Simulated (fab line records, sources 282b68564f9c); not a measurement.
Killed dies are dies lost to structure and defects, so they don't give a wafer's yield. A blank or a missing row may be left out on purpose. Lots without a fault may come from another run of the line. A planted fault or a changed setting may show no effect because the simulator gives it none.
Which tool did it? | flow rit_cmos | 6 lots, 18 wafers sampled, at 2 steps of a route of 202

WHAT THE GAUGES READ, wafer by wafer
RIT_CONTACT_THK_MEAS_01.
lot  | measured    | on            | CONTACT_TEOS_THK (nm)
L461 | day 3 14:50 | film_metro-03 | 394 399 405
L468 | day 5 00:31 | film_metro-01 | 396 399 403
L471 | day 5 14:39 | film_metro-02 | 392 400 399
L474 | day 6 01:22 | film_metro-02 | 398 404 405
L479 | day 7 05:14 | film_metro-01 | 398 398 407
L482 | day 8 00:39 | film_metro-02 | 389 398 406

WHICH TOOL RAN EACH LOT (tool, then ch and the chambers of the sampled wafers, then the start)
lot  | RIT_CONTACT_CVD_00
L461 | pecvd-02 ch 0,2, day 3 14:46
L468 | pecvd-01 ch 0,1,2, day 5 00:26
L471 | pecvd-01 ch 0,1, day 5 14:34
L474 | pecvd-01 ch 0,1,2, day 6 01:17
L479 | pecvd-02 ch 0,1,2, day 7 05:10
L482 | pecvd-02 ch 0,1, day 8 00:35
- RIT_CONTACT_CVD_00: deposits SiO2 from TEOS, target thk 400 nm, time 61 s.

THE ANSWER, worked out from the rows above alone
Rule: what is usual is taken from the lots themselves. Put in order of their means at a reading, lots are off if they are a third of the lots or fewer, leave a main group of 4 or more, and stand apart from it by a gap of 3 or more times the standard deviation of the main group's means; of several such gaps the widest counts. A main group whose means are all the same, to the digits that the tables above print for the reading, isn't used. A lot without any number at a reading at which 4 lots or more have one is off too. The other lots that the step has rows for count as sound.
No lot is off at any reading shown: from this, nothing can be told.

WHAT THE SIMULATOR HAD PUT IN
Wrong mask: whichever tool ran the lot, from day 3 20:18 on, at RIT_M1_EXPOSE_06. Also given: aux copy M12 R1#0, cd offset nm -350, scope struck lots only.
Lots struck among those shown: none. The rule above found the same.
